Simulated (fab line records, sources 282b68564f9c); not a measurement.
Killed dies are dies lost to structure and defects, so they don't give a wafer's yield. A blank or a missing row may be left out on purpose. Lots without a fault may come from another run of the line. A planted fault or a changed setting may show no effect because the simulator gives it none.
A struck lot beside a sound one | flow rit_cmos | 15 steps out of a route of 202
Sound: wafers L373.1, L373.4, L373.5. Struck: wafers L382.4, L382.6. (L382.5 of the same lot was not struck and is left out.) The cause comes at the end.
At each step with rows: each side's tool, then ch and its chambers, then its first start. Under that, the readings that differ: sound wafers | struck wafers | difference of the means | sigmas: that difference in standard deviations of wafers without a fault.
alike: readings whose means differ by less than 2 such deviations, and words and numbers that are the same on both sides. not compared: withheld readings, readings that some wafer has no value for, bounds like >300 that may hide the same value, and numbers for which the record gives no deviation and whose values overlap.
The two part at a step that has a row with sigmas, a row that says differs or no value, or rows on one side only. Numbers that don't overlap but have no deviation are shown without sigmas and don't part them. A reading that every wafer of one side lacks parts them only if that side has two wafers or more.

RIT_CONTACT_CVD_00: deposits SiO2 from TEOS, target thk 400 nm, time 61 s.
  sound on pecvd-02 ch 0,1, day 3 09:34; struck on pecvd-02 ch 1,2, day 5 05:58
  alike: heater_power_w
RIT_CONTACT_THK_MEAS_01:
  sound on film_metro-03, day 3 09:37; struck on film_metro-04, day 5 06:02
  alike: CONTACT_TEOS_THK
then, 6 steps without rows for these wafers: RIT_CONTACT_HMDS_02 (prime time 60 s); RIT_CONTACT_COAT_03 (resist thk 1000 nm); RIT_CONTACT_SOFTBAKE_04 (time 60 s); RIT_CONTACT_EXPOSE_05 (exposes mask M11, target cd 1000 nm); RIT_CONTACT_PEB_06; RIT_CONTACT_DEVELOP_07 (develop time 120 s).
RIT_CONTACT_CD_MEAS_08: target cd 1000 nm.
  sound on cd_sem-01, day 3 10:38; struck on cd_sem-02, day 5 07:08
  alike: cd_nm
RIT_CONTACT_OVL_MEAS_09:
  sound on overlay-01, day 3 10:45; struck on overlay-02, day 5 07:12
  alike: CONTACT_OVL
then, 1 step without rows for these wafers: RIT_CONTACT_HARDBAKE_10 (time 60 s).
RIT_CONTACT_ETCH_11: etches SiO2 in CHF3/CF4/Ar, stops on TiSi2, target depth 480 nm, time 320 s.
  sound on rie_diel-03 ch 1,2, day 3 10:56; struck on rie_diel-04 ch 2,3, day 5 07:28
  alike: drypump_motor_current_A, oes_product_au, throttle_valve_pct
  not compared: rf_hours_counter_h
RIT_CONTACT_STRIP_12: strips in O2, time 180 s.
  sound on plasma_asher-02 ch 0,1, day 3 11:08; struck on plasma_asher-02 ch 0, day 5 07:43
  reading          | sound             | struck      | difference | sigmas
  run_length_s (s) | 208.3 207.5 208.5 | 214.1 214.2 | +6.0       | +14
  alike: drypump_motor_current_A
  not compared: rf_hours_counter_h
RIT_CONTACT_CD_MEAS_90: target cd 1000 nm.
  sound on cd_sem-02, day 3 11:19; struck on cd_sem-02, day 5 07:54
  alike: cd_nm
RIT_M1_PROBE_99:
  the record has rows for the struck wafers here (prober-01, day 5 14:59) and none for the sound ones

WHERE THEY PART
First at RIT_CONTACT_STRIP_12; last, within this record, at RIT_M1_PROBE_99.

WHY: what the simulator had put in
Process parameter drift: plasma_asher-02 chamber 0, from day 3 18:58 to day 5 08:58, at RIT_CONTACT_STRIP_12. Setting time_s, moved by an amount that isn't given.
